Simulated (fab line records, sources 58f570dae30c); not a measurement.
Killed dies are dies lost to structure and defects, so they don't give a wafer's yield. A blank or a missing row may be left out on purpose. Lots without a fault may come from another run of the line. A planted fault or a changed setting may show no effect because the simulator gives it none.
Which tool did it? | flow berkeley_cmos170 | 15 lots, 45 wafers sampled, at 6 steps of a route of 331

WHAT THE GAUGES READ, wafer by wafer
UCB170_GATE_THK_MEAS_05. Usual: GATE_POLY_THK 215.4 nm, standard deviation 1.8.
lot  | measured     | on            | GATE_POLY_THK (nm)                  | flag
L535 | day 6 20:08  | film_metro-02 | 214.3 215.9 216.0                   |
L536 | day 6 20:07  | film_metro-04 | 215.2 216.0 216.3                   |
L537 | day 7 07:35  | film_metro-02 | 162.6 164.1 162.0 162.4 164.1 162.1 | OFF
L538 | day 7 07:36  | film_metro-04 | 161.8 164.2 163.1 161.7 164.2 163.0 | OFF
L539 | day 7 07:35  | film_metro-01 | 159.4 161.5 161.2 159.5 161.6 161.4 | OFF
L548 | day 10 02:41 | film_metro-02 | 215.8 214.7 211.4                   |
L549 | day 10 02:42 | film_metro-01 | 213.8 211.8 216.3                   |
L550 | day 10 02:41 | film_metro-04 | 214.8 216.5 217.1                   |
L551 | day 10 21:05 | film_metro-01 | 213.9 215.8 214.6                   |
L554 | day 10 21:05 | film_metro-04 | 217.1 216.0 217.9                   |
L552 | day 11 07:38 | film_metro-01 | 215.6 214.5 215.2                   |
L555 | day 11 07:34 | film_metro-02 | 215.2 213.7 215.5                   |
L556 | day 11 07:35 | film_metro-01 | 215.3 215.0 215.8                   |
L557 | day 11 23:26 | film_metro-01 | 219.6 218.8 218.4                   |
L558 | day 11 23:26 | film_metro-02 | 217.0 218.3 217.1                   |

UCB170_PSD_OVL_MEAS_07. Usual: PSD_OVL 0 nm, standard deviation 5.7.
lot  | measured     | on         | PSD_OVL (nm) | flag
L535 | day 7 13:01  | overlay-02 | -4 0 3       |
L536 | day 7 13:05  | overlay-02 | 6 6 5        |
L537 | day 7 21:53  | overlay-02 | 7 11 4       |
L538 | day 8 00:56  | overlay-01 | 2 9 -2       |
L539 | day 7 21:40  | overlay-02 | 6 3 3        |
L548 | day 10 15:07 | overlay-01 | -7 -3 3      |
L549 | day 10 15:20 | overlay-02 | -7 3 13      |
L550 | day 10 15:29 | overlay-01 | 4 7 5        |
L551 | day 11 10:53 | overlay-02 | 5 6 5        |
L554 | day 11 10:23 | overlay-01 | 8 13 6       |
L552 | day 11 21:08 | overlay-01 | -6 -6 -4     |
L555 | day 11 20:35 | overlay-02 | -3 -1 3      |
L556 | day 11 20:41 | overlay-01 | 6 3 0        |
L557 | day 13 00:54 | overlay-02 | 10 1 7       |
L558 | day 12 10:35 | overlay-02 | -9 -6 -10    |

UCB170_V2_OVL_MEAS_13. Usual: V2_OVL -1 nm, standard deviation 4.9.
lot  | measured     | on         | V2_OVL (nm) | flag
L535 | day 8 11:41  | overlay-02 | -3 0 2      |
L536 | day 8 13:49  | overlay-02 | -10 -1 -4   |
L537 | day 8 20:22  | overlay-02 | -3 -3 -9    |
L538 | day 9 01:38  | overlay-02 | 10 -4 1     |
L539 | day 8 17:28  | overlay-01 | -6 9 4      |
L548 | day 11 10:30 | overlay-02 | 1 1 -3      |
L549 | day 11 16:09 | overlay-02 | -1 -3 3     |
L550 | day 11 14:27 | overlay-02 | 3 5 5       |
L551 | day 12 19:00 | overlay-01 | 2 -2 -1     |
L554 | day 12 09:53 | overlay-01 | -2 5 8      |
L552 | day 12 22:43 | overlay-02 | -8 -7 2     |
L555 | day 12 18:53 | overlay-02 | 9 10 5      |
L556 | day 12 22:30 | overlay-01 | -7 -12 -6   |
L557 | day 14 00:44 | overlay-02 | -8 -9 -2    |
L558 | day 13 11:02 | overlay-02 | 0 1 0       |

WHICH TOOL RAN EACH LOT (tool, then ch and the chambers of the sampled wafers, then the start)
lot  | UCB170_GATE_CVD_04          | UCB170_GATE_ETCH_15              | UCB170_M2_STRIP_19
L535 | lpcvd-02 ch 0, day 6 18:43  | rie_si-02 ch 1,2,3, day 6 21:40  | plasma_asher-03 ch 0,1, day 8 09:10
L536 | lpcvd-02 ch 1, day 6 18:43  | rie_si-02 ch 1,3, day 6 22:13    | plasma_asher-04 ch 0,1, day 8 11:32
L537 | lpcvd-02 ch 1, day 7 06:11  | rie_si-01 ch 0,3, day 7 10:50    | plasma_asher-03 ch 0,1, day 8 18:01
L538 | lpcvd-02 ch 1, day 7 06:11  | rie_si-02 ch 1,3, day 7 16:06    | plasma_asher-02 ch 0,1, day 8 22:46
L539 | lpcvd-02 ch 1, day 7 06:11  | rie_si-01 ch 0,2,3, day 7 12:32  | plasma_asher-02 ch 0,1, day 8 15:23
L548 | lpcvd-01 ch 0, day 10 01:17 | rie_si-01 ch 0,3, day 10 04:02   | plasma_asher-04 ch 0,1, day 11 08:05
L549 | lpcvd-01 ch 0, day 10 01:17 | rie_si-01 ch 2,3, day 10 04:16   | plasma_asher-04 ch 0,1, day 11 13:59
L550 | lpcvd-01 ch 1, day 10 01:17 | rie_si-02 ch 0,1,3, day 10 04:14 | plasma_asher-03 ch 0,1, day 11 11:02
L551 | lpcvd-02 ch 1, day 10 19:40 | rie_si-01 ch 0,3, day 10 22:11   | plasma_asher-02 ch 0,1, day 12 16:25
L554 | lpcvd-02 ch 0, day 10 19:40 | rie_si-02 ch 0,1,2, day 10 22:31 | plasma_asher-03 ch 0,1, day 12 07:13
L552 | lpcvd-02 ch 1, day 11 06:10 | rie_si-02 ch 1,2, day 11 09:20   | plasma_asher-02 ch 1, day 12 20:01
L555 | lpcvd-02 ch 1, day 11 06:10 | rie_si-01 ch 0,2,3, day 11 09:00 | plasma_asher-04 ch 0,1, day 12 16:31
L556 | lpcvd-02 ch 0, day 11 06:10 | rie_si-02 ch 0,1,2, day 11 09:04 | plasma_asher-03 ch 0,1, day 12 19:54
L557 | lpcvd-02 ch 1, day 11 22:02 | rie_si-02 ch 0,1,3, day 12 01:05 | plasma_asher-04 ch 0,1, day 13 22:32
L558 | lpcvd-02 ch 1, day 11 22:02 | rie_si-01 ch 1,2, day 12 00:48   | plasma_asher-04 ch 0,1, day 13 08:43
- UCB170_GATE_CVD_04: deposits poly-Si from SiH4, time 1440 s, target thk 214 nm.
- UCB170_GATE_ETCH_15: etches poly-Si in HBr/Cl2, stops on SiO2, time 56.3 s, target depth 278.2 nm.
- UCB170_M2_STRIP_19: strips in O2.

WHAT THE TOOLS THEMSELVES READ (means of the sampled wafers that have a number; where no wafer has one, the mark that the record gives instead)
UCB170_GATE_CVD_04. Usual: pressure_mtorr 375.0 mTorr, standard deviation 0.71; spike_tc_centre_C 612.9 C, standard deviation 1.5; spike_tc_load_C 632.4 C, standard deviation 2.2; spike_tc_source_C 629.2 C, standard deviation 1.3; susceptor_temp_C 609.93 C, standard deviation 0.27; zone_power_centre_pct 30 %, standard deviation 4.1.
lot  | tool     | pressure_mtorr (mTorr) | spike_tc_centre_C (C) | spike_tc_load_C (C) | spike_tc_source_C (C) | susceptor_temp_C (C) | zone_power_centre_pct (%) | flag
L535 | lpcvd-02 | 374.8                  | 611.1                 | 629.9               | 630.8                 | 609.65               | 25                        |
L536 | lpcvd-02 | 375.2                  | 613.5                 | 634.9               | 627.9                 | 609.85               | 34                        |
L537 | lpcvd-02 | 373.9                  | 602.7                 | 622.8               | 616.1                 | 598.06               | 33                        | OFF
L538 | lpcvd-02 | 374.9                  | 602.1                 | 620.5               | 616.7                 | 598.17               | 33                        | OFF
L539 | lpcvd-02 | 374.8                  | 602.0                 | 623.0               | 615.3                 | 597.46               | 33                        | OFF
L548 | lpcvd-01 | 374.9                  | 611.2                 | 629.4               | 627.9                 | 609.84               | 33                        |
L549 | lpcvd-01 | 375.4                  | 612.8                 | 629.4               | 628.0                 | 610.08               | 33                        |
L550 | lpcvd-01 | 374.3                  | 614.7                 | 633.2               | 629.7                 | 609.74               | 25                        |
L551 | lpcvd-02 | 375.2                  | 612.8                 | 634.1               | 628.8                 | 610.04               | 34                        |
L554 | lpcvd-02 | 374.8                  | 610.8                 | 630.1               | 630.1                 | 609.98               | 25                        |
L552 | lpcvd-02 | 374.9                  | 614.6                 | 633.8               | 629.3                 | 609.75               | 34                        |
L555 | lpcvd-02 | 375.6                  | 613.4                 | 633.6               | 629.2                 | 609.71               | 34                        |
L556 | lpcvd-02 | 374.4                  | 611.2                 | 630.9               | 630.7                 | 609.91               | 26                        |
L557 | lpcvd-02 | 374.7                  | 614.1                 | 634.2               | 628.7                 | 609.95               | 34                        |
L558 | lpcvd-02 | 375.1                  | 614.4                 | 633.7               | 629.5                 | 610.08               | 33                        |

UCB170_GATE_ETCH_15. Usual: drypump_motor_current_A 5.8 A, standard deviation 0.49; oes_product_au 0.839 a.u., standard deviation 0.011; rf_fwd_power_W 297.8 W, standard deviation 1.1; throttle_valve_pct 26.56 %, standard deviation 0.15.
lot  | tool      | drypump_motor_current_A (A) | oes_product_au (a.u.) | rf_fwd_power_W (W) | throttle_valve_pct (%) | flag
L535 | rie_si-02 | 5.8                         | 0.836                 | 298.3              | 26.69                  |
L536 | rie_si-02 | 5.9                         | 0.841                 | 298.2              | 26.65                  |
L537 | rie_si-01 | 5.8                         | 0.707                 | 297.7              | 26.55                  | OFF
L538 | rie_si-02 | 5.9                         | 0.699                 | 298.1              | 26.64                  | OFF
L539 | rie_si-01 | 5.5                         | 0.700                 | 298.7              | 26.49                  | OFF
L548 | rie_si-01 | 5.4                         | 0.832                 | 298.3              | 26.53                  |
L549 | rie_si-01 | 5.6                         | 0.847                 | 298.4              | 26.49                  |
L550 | rie_si-02 | 6.2                         | 0.839                 | 297.0              | 26.59                  |
L551 | rie_si-01 | 5.4                         | 0.833                 | 298.8              | 26.52                  |
L554 | rie_si-02 | 6.0                         | 0.836                 | 297.0              | 26.63                  |
L552 | rie_si-02 | 5.7                         | 0.833                 | 298.4              | 26.73                  |
L555 | rie_si-01 | 5.5                         | 0.840                 | 299.5              | 26.50                  |
L556 | rie_si-02 | 6.1                         | 0.833                 | 297.2              | 26.62                  |
L557 | rie_si-02 | 6.2                         | 0.839                 | 296.9              | 26.57                  |
L558 | rie_si-01 | 5.5                         | 0.848                 | 297.6              | 26.35                  |

UCB170_M2_STRIP_19. Usual: drypump_motor_current_A 5.7 A, standard deviation 0.44; oes_product_au 0.531 a.u., standard deviation 0.015.
lot  | tool            | drypump_motor_current_A (A) | oes_product_au (a.u.) | flag
L535 | plasma_asher-03 | 5.7                         | 0.517                 |
L536 | plasma_asher-04 | 5.5                         | 0.543                 |
L537 | plasma_asher-03 | 6.1                         | 0.532                 |
L538 | plasma_asher-02 | 5.7                         | 0.552                 |
L539 | plasma_asher-02 | 6.0                         | 0.527                 |
L548 | plasma_asher-04 | 5.4                         | 0.528                 |
L549 | plasma_asher-04 | 5.4                         | 0.535                 |
L550 | plasma_asher-03 | 5.6                         | 0.544                 |
L551 | plasma_asher-02 | 5.9                         | 0.521                 |
L554 | plasma_asher-03 | 6.0                         | 0.538                 |
L552 | plasma_asher-02 | 5.5                         | 0.528                 |
L555 | plasma_asher-04 | 5.5                         | 0.515                 |
L556 | plasma_asher-03 | 6.0                         | 0.533                 |
L557 | plasma_asher-04 | 5.4                         | 0.513                 |
L558 | plasma_asher-04 | 5.5                         | 0.537                 |

THE ANSWER, worked out from the rows above alone
Rule: a lot is off if the mean of its wafers that have a number lies more than 3 standard deviations from the usual mean. A lot without any number at a reading at which 4 lots or more have one is off too. The other lots that the step has rows for count as sound. The gauges are gone through in route order, then the tools' own readings, and for those a lot's mean is taken as printed above. The first step at which some lot is off is used, and at that step the reading that is off furthest; a lot without a number counts as furthest.
Off: L537, L538, L539, at UCB170_GATE_THK_MEAS_05 (GATE_POLY_THK).
A tool fits if, at a process step before that reading, it ran every lot that is off, and no sound lot after the first of them. The gauges at UCB170_GATE_THK_MEAS_05 aren't tried: what is off there is off at UCB170_GATE_CVD_04 too, on other tools, and a gauge's error can't cause that. None of those tried fits.

WHAT THE SIMULATOR HAD PUT IN
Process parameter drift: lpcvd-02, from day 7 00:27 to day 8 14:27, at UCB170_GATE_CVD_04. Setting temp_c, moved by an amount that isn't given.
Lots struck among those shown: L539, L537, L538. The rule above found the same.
